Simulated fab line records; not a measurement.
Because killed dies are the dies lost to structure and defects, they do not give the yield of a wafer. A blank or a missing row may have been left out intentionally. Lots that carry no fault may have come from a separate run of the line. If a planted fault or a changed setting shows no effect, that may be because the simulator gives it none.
fab line records | flow ritCmos
record: lots: 6 wafers: 18 lastDay: 7
route steps=202 shown PSD@144 SDANNEAL@153 NSD@158 PLDD@159 NLDD@160 M1@202
lots that met no fault: taken from a fault-free run of the same line
startH: hours from the record's opening day to when the first of the lot's shown wafers began | waitH: hours elapsed since this lot's preceding step | " as in the row above | L1.1+2: one row covering several wafers at once | - no value, or no start was given | * or withheld: withheld | < > ~ a bound
route shown NAME@n: a module of which the file shows steps, and the number in the route of the first | usual: the fault-free wafers' mean and standard deviation | same: alike in all rows | chamber/n: place in a boat | sites: per-site readings | _std_site: their standard deviation | _edge_site: inner sites' mean taken away from outer sites' mean | radiusMm: how far each site lies from the wafer's centre | mask NAME#n: copy n | behind: the last tool/chamber to shape the wafer | hold: cause of the lot's hold/its duration in hours/its outcome | device: the n, p or np transistor that did not switch | end of line: tests run on the same wafers once the route is complete | a step given without rows: its recipe and nothing more | killed: at the first sort, the dies lost to defects and structure; wafer yield is something else | map: dies across one wafer; x = killed, . = not, _ = none there
set.NAME: the setting as run; set.NAME@STEP: as run at that earlier step | model.NAME: the simulator's own value behind a step, which no gauge read
lots seen at some steps along the route; tables by step, rows by wafer
services: when a tool's chamber went out of use (startH, in hours from the record's first day, below 0 if earlier), for how many hours, and the reason
== steps ==
step: RIT_PSD_SOFTBAKE_02
recipe: resist: NOVOLAK tempC: 90 timeS: 60
step: RIT_PSD_EXPOSE_03
recipe: maskId: M10 na: 0.57 targetCdNm: 40900 doseMj: 250
step: RIT_PSD_PEB_04
recipe: resist: NOVOLAK tempC: withheld timeS: withheld
step: RIT_PSD_DEVELOP_05
recipe: resist: NOVOLAK developTimeS: 50 devTempC: 23
step: RIT_PSD_OVL_MEAS_06
usual: PSD_OVL: 0.5/1.4
columns lot.wafer tool chamber startH waitH PSD_OVL[nm]
L503.1 overlay-02 - 70.53 - -0.9
L503.3 " - " " -2.4
L503.4 " - " " -1.5
L511.2 overlay-02 - 108.65 - -1.2
L511.3 " - " " -0.5
L511.5 " - " " -0.9
L515.1 overlay-02 - 129.69 - -1.8
L515.2 " - " " -0.8
L515.5 " - " " 0.2
L517.2 overlay-01 - 137.98 - 2.3
L517.3 " - " " 1.7
L517.4 " - " " 0.3
L518.3 overlay-01 - 139.95 - 0.9
L518.4 " - " " 1.6
L518.5 " - " " 1.7
L522.1 overlay-02 - 160.82 - 0.4
L522.4 " - " " 0.0
L522.6 " - " " 0.7
step: RIT_PSD_HARDBAKE_07
recipe: resist: NOVOLAK tempC: 140 timeS: 60
step: RIT_PSD_IMPLANT_08
recipe: species: BF2 energyKev: 27 doseCm2: 5.122e+15 tiltDeg: 7
step: RIT_PSD_STRIP_09
recipe: chemistry: O2 timeS: 180 resist: NOVOLAK platenTempC: withheld powerW: 500 pressureMtorr: 4000 o2FlowSccm: 4000
usual: drypumpMotorCurrentA: 5.5/0.58
columns lot.wafer tool chamber startH waitH drypumpMotorCurrentA rfHoursCounterH
L503.1 plasmaAsher-01 0 70.87 0.1 4.9 29
L503.3 " 0 " " 4.9 -
L503.4 " 1 " " 6.4 -
L511.2 plasmaAsher-02 1 109.00 0.1 5.1 47
L511.3 " 1 " " 5.1 -
L511.5 " 1 " " 5.1 -
L515.1 plasmaAsher-01 1 130.14 0.1 6.4 36
L515.2 " 0 " " 4.9 36
L515.5 " 0 " " 4.9 -
L517.2 plasmaAsher-03 1 138.31 0.1 5.5 2
L517.3 " 1 " " 5.5 -
L517.4 " 0 " " 5.3 -
L518.3 plasmaAsher-02 1 140.33 0.1 5.1 -
L518.4 " 0 " " 5.4 -
L518.5 " 0 " " 5.4 -
L522.1 plasmaAsher-01 0 161.16 0.1 4.9 39
L522.4 " 1 " " 6.4 -
L522.6 " 1 " " 6.4 -
step: RIT_PSD_TW_MEAS_10
usual: PSD_TW: 3397/46
columns lot.wafer tool chamber startH waitH PSD_TW
L503.1 filmMetro-02 - 71.04 0.1 3425
L503.3 " - " " 3417
L503.4 " - " " 3421
L511.2 filmMetro-01 - 109.18 0.1 3478
L511.3 " - " " 3453
L511.5 " - " " 3465
L515.1 filmMetro-04 - 130.31 0.1 3340
L515.2 " - " " 3334
L515.5 " - " " 3346
L517.2 filmMetro-04 - 138.50 0.1 3335
L517.3 " - " " 3338
L517.4 " - " " 3344
L518.3 filmMetro-01 - 140.46 0.1 3456
L518.4 " - " " 3416
L518.5 " - " " 3441
L522.1 filmMetro-04 - 161.33 0.1 3359
L522.4 " - " " 3358
L522.6 " - " " 3345
step: RIT_SDANNEAL_CLEAN_00
recipe: chemistry: SC1 mix: 3:3:50 timeS: 600 tempC: 75
step: RIT_SDANNEAL_CLEAN_01
recipe: chemistry: dHF dilution: 50:1 timeS: 30
step: RIT_SDANNEAL_CLEAN_02
recipe: chemistry: SC2 mix: 3:3:50 timeS: 600 tempC: 75 dry: n2Spin
step: RIT_SDANNEAL_RTA_03
recipe: tempC: 1050 timeS: 5 idleTempC: 600 rampUpCPerS: 342 rampDownCPerS: 171 coolToC: 600 ambient: N2
usual: wafer_temp_C_max: 1053.3/1.1
columns lot.wafer tool chamber startH waitH wafer_temp_C_max
L503.1 rtpAnneal-02 0 71.47 0.0 1055.6
L503.3 " 0 " " 1052.7
L503.4 " 0 " " 1051.3
L511.2 rtpAnneal-02 0 109.61 0.0 1054.2
L511.3 " 0 " " 1052.9
L511.5 " 0 " " 1052.9
L515.1 rtpAnneal-02 0 130.78 0.0 1053.2
L515.2 " 0 " " 1054.1
L515.5 " 0 " " 1053.5
L517.2 rtpAnneal-02 0 138.92 0.0 1053.7
L517.3 " 0 " " 1054.9
L517.4 " 0 " " 1052.5
L518.3 rtpAnneal-01 0 140.92 0.0 1053.3
L518.4 " 0 " " 1053.1
L518.5 " 0 " " 1055.0
L522.1 rtpAnneal-01 0 161.76 0.0 1052.0
L522.4 " 0 " " 1054.0
L522.6 " 0 " " 1052.7
step: RIT_SDANNEAL_RS_MEAS_04
recipe: thkMeasGauge: four-point-probe
usual: PSD_RS: 115.74/0.27
columns lot.wafer tool chamber startH waitH PSD_RS[ohm/sq]
L503.1 filmMetro-04 - 71.53 0.0 115.73
L503.3 " - " " 115.80
L503.4 " - " " 115.99
L511.2 filmMetro-01 - 109.68 0.1 115.73
L511.3 " - " " 115.68
L511.5 " - " " 116.02
L515.1 filmMetro-02 - 130.84 0.0 113.66
L515.2 " - " " 113.77
L515.5 " - " " 113.25
L517.2 filmMetro-04 - 138.99 0.1 114.14
L517.3 " - " " 114.15
L517.4 " - " " 114.05
L518.3 filmMetro-01 - 141.00 0.1 116.25
L518.4 " - " " 116.17
L518.5 " - " " 115.89
L522.1 filmMetro-04 - 161.82 0.0 115.48
L522.4 " - " " 115.95
L522.6 " - " " 115.75
step: RIT_SDANNEAL_RS_MEAS_05
recipe: thkMeasGauge: four-point-probe
usual: NSD_RS: 84.6/0.3
columns lot.wafer tool chamber startH waitH NSD_RS[ohm/sq]
L503.1 filmMetro-04 - 71.65 0.1 84.9
L503.3 " - " " 85.2
L503.4 " - " " 84.8
L511.2 filmMetro-01 - 109.80 0.1 84.1
L511.3 " - " " 84.5
L511.5 " - " " 84.0
L515.1 filmMetro-02 - 130.96 0.1 84.0
L515.2 " - " " 83.9
L515.5 " - " " 83.9
L517.2 filmMetro-04 - 139.11 0.1 84.7
L517.3 " - " " 84.8
L517.4 " - " " 84.7
L518.3 filmMetro-01 - 141.12 0.1 84.3
L518.4 " - " " 84.5
L518.5 " - " " 84.6
L522.1 filmMetro-04 - 161.94 0.1 84.5
L522.4 " - " " 84.5
L522.6 " - " " 84.6
step: RIT_SDANNEAL_RS_MEAS_06
recipe: thkMeasGauge: four-point-probe
usual: PLDD_RS: 177.0/0.4
columns lot.wafer tool chamber startH waitH PLDD_RS[ohm/sq]
L503.1 filmMetro-04 - 71.77 0.1 177.7
L503.3 " - " " 177.8
L503.4 " - " " 177.8
L511.2 filmMetro-01 - 109.92 0.1 176.2
L511.3 " - " " 176.6
L511.5 " - " " 176.7
L515.1 filmMetro-02 - 131.08 0.1 175.2
L515.2 " - " " 174.9
L515.5 " - " " 174.6
L517.2 filmMetro-04 - 139.23 0.1 175.2
L517.3 " - " " 175.0
L517.4 " - " " 175.2
L518.3 filmMetro-01 - 141.24 0.1 176.8
L518.4 " - " " 177.4
L518.5 " - " " 176.9
L522.1 filmMetro-04 - 162.06 0.1 177.1
L522.4 " - " " 177.4
L522.6 " - " " 177.2
step: RIT_SDANNEAL_RS_MEAS_07
recipe: thkMeasGauge: four-point-probe
usual: NLDD_RS: 151.8/0.47
columns lot.wafer tool chamber startH waitH NLDD_RS[ohm/sq]
L503.1 filmMetro-04 - 71.89 0.1 151.8
L503.3 " - " " 151.3
L503.4 " - " " 151.5
L511.2 filmMetro-01 - 110.04 0.1 152.4
L511.3 " - " " 152.4
L511.5 " - " " 152.5
L515.1 filmMetro-02 - 131.20 0.1 151.4
L515.2 " - " " 151.2
L515.5 " - " " 151.7
L517.2 filmMetro-04 - 139.35 0.1 151.2
L517.3 " - " " 151.7
L517.4 " - " " 152.3
L518.3 filmMetro-01 - 141.36 0.1 152.7
L518.4 " - " " 152.5
L518.5 " - " " 152.5
L522.1 filmMetro-04 - 162.18 0.1 152.0
L522.4 " - " " 151.6
L522.6 " - " " 151.3
step: RIT_M1_PROBE_99
usual: killed_at_M0_to_M3: 0.0/0.2 killedAtContacts: 0.1/0.25 killedAtFrontEnd: 6/3.1 killedDies: 6/3.1 killedOnRim: 1.6/1.4 killedOpen: 2.9/2 killedShort: 3.3/2
same: grossDies: 264 killed_at_M4_up: 0 killedAtBackSide: 0 killedAtOther: 0
columns lot.wafer tool chamber startH waitH killed_at_M0_to_M3 killedAtContacts killedAtFrontEnd killedDies killedOnRim killedOpen killedShort model.etest.capPGate.vfbV
L503.1 prober-01 - 79.25 0.1 0 0 8 8 1 4 4 0.965
L503.3 prober-01 - 79.35 0.2 0 0 4 4 1 2 2 0.9606
L503.4 prober-01 - 79.40 0.2 0 0 7 7 3 3 4 0.9644
L511.2 prober-01 - 117.19 0.1 0 0 10 10 1 4 6 0.9691
L511.3 prober-01 - 117.24 0.2 0 1 6 7 4 3 4 0.9724
L511.5 prober-01 - 117.34 0.2 0 0 11 11 3 4 7 0.9678
L515.1 prober-01 - 138.20 0.1 0 0 4 4 2 3 1 0.9775
L515.2 prober-01 - 138.25 0.1 0 0 8 8 1 6 2 0.9756
L515.5 prober-01 - 138.40 0.2 0 0 3 3 0 0 3 0.9765
L517.2 prober-01 - 146.38 0.1 0 0 8 8 1 3 5 0.9718
L517.3 prober-01 - 146.43 0.2 1 0 7 8 3 3 5 0.9753
L517.4 prober-01 - 146.48 0.2 0 0 6 6 0 2 4 0.9726
L518.3 prober-02 - 148.48 0.2 0 0 3 3 1 1 2 0.9644
L518.4 prober-02 - 148.53 0.2 0 0 4 4 1 1 3 0.965
L518.5 prober-02 - 148.58 0.2 0 0 2 2 0 0 2 0.9673
L522.1 prober-02 - 169.22 0.1 0 0 2 2 0 2 0 0.9619
L522.4 prober-02 - 169.37 0.2 0 0 1 1 0 0 1 0.9597
L522.6 prober-02 - 169.47 0.2 0 0 3 3 2 2 1 0.9635
killed by level:class
L503.1 FOX1:geometricParticle:short=2 FOX1:geometricParticle:open=2 GATE:geometricParticle:open=2 FOX2:geometricParticle:short=1 GATE:geometricParticle:short=1
L503.3 GATE:geometricParticle:short=2 GATE:geometricParticle:open=2
L503.4 FOX1:geometricParticle:open=2 FOX1:geometricParticle:short=2 GATE:geometricParticle:short=1 SILICIDE:geometricParticle:open=1 SILICIDE:geometricParticle:short=1
L511.2 GATE:geometricParticle:open=3 GATE:geometricParticle:short=2 REOX:geometricParticle:short=2 REOX:geometricParticle:open=1 SPACER:geometricParticle:short=1 SILICIDE:geometricParticle:short=1
L511.3 FOX1:geometricParticle:open=1 FOX2:geometricParticle:short=1 GATE:geometricParticle:open=1 GATE:geometricParticle:short=1 SPACER:geometricParticle:short=1 SILICIDE:geometricParticle:short=1 CONTACT:geometricParticle:open=1
L511.5 GATE:geometricParticle:short=4 GATE:geometricParticle:open=2 FOX1:geometricParticle:short=1 REOX:geometricParticle:open=1 SPACER:geometricParticle:short=1 SILICIDE:geometricParticle:open=1 SILICIDE:geometricParticle:short=1
L515.1 GATE:geometricParticle:open=2 GATE:geometricParticle:short=1 REOX:geometricParticle:open=1
L515.2 FOX1:geometricParticle:open=2 GATE:geometricParticle:open=2 GATE:geometricParticle:short=2 SILICIDE:geometricParticle:open=2
L515.5 GATE:geometricParticle:short=1 REOX:geometricParticle:short=1 SILICIDE:geometricParticle:short=1
L517.2 GATE:geometricParticle:open=2 REOX:geometricParticle:short=2 SPACER:geometricParticle:short=2 SILICIDE:geometricParticle:open=1 SILICIDE:geometricParticle:short=1
L517.3 FOX1:geometricParticle:short=2 REOX:geometricParticle:short=2 SILICIDE:geometricParticle:open=2 SPACER:geometricParticle:open=1 M1:geometricParticle:short=1
L517.4 FOX2:geometricParticle:open=1 GATE:geometricParticle:short=1 REOX:geometricParticle:short=1 SPACER:geometricParticle:open=1 SPACER:geometricParticle:short=1 SILICIDE:geometricParticle:short=1
L518.3 FOX1:geometricParticle:short=1 GATE:geometricParticle:open=1 SILICIDE:geometricParticle:short=1
L518.4 GATE:geometricParticle:open=1 GATE:geometricParticle:short=1 REOX:geometricParticle:short=1 SILICIDE:geometricParticle:short=1
L518.5 SILICIDE:geometricParticle:short=2
L522.1 GATE:geometricParticle:open=2
L522.4 REOX:geometricParticle:short=1
L522.6 FOX2:geometricParticle:open=2 GATE:geometricParticle:short=1
== services ==
columns tool chamber startH hours kind
plasmaAsher-02 - 71.80 14.6 pm
plasmaAsher-03 - 88.64 1.2 repair
plasmaAsher-03 - 108.75 9.0 pm
plasmaAsher-03 0 108.75 9.0 ventCycle
plasmaAsher-03 1 108.75 9.0 ventCycle
plasmaAsher-03 0 117.75 - clean
plasmaAsher-03 1 117.75 - clean
== key ==
firstSign: step: RIT_SDANNEAL_RS_MEAS_04 reading: PSD_RS direction: down sigmas: 7.1 usual: 115.74 struck: 113.84
effect: step: RIT_SDANNEAL_RS_MEAS_06 reading: PLDD_RS direction: down sigmas: 4.8 usual: 177.0 struck: 175.0
modelEffect: step: RIT_M1_PROBE_99 value: etest.capPGate.vfbV without: 0.968 struck: 0.9749
metAt RIT_SDANNEAL_RTA_03
struckWafers L515.1,L515.2,L515.5,L517.2,L517.3,L517.4
testerLeftOut L515,L517
onsetBetween 109.61 130.78
fault: kind: processParameterDrift tool: rtpAnneal-02 chamber: - onsetH: 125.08 steps: RIT_SDANNEAL_RTA_03 channel: timeS offset: * shape: step endH: 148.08 actsIn: * stated: *
testerLeftOut: of these lots the tester's yield and bins aren't shown, on N5 and GAA mostly nor the transistor test; their killed dies are dies lost to structure and defects alone, not to doping, threshold or leakage, so they don't give the yield
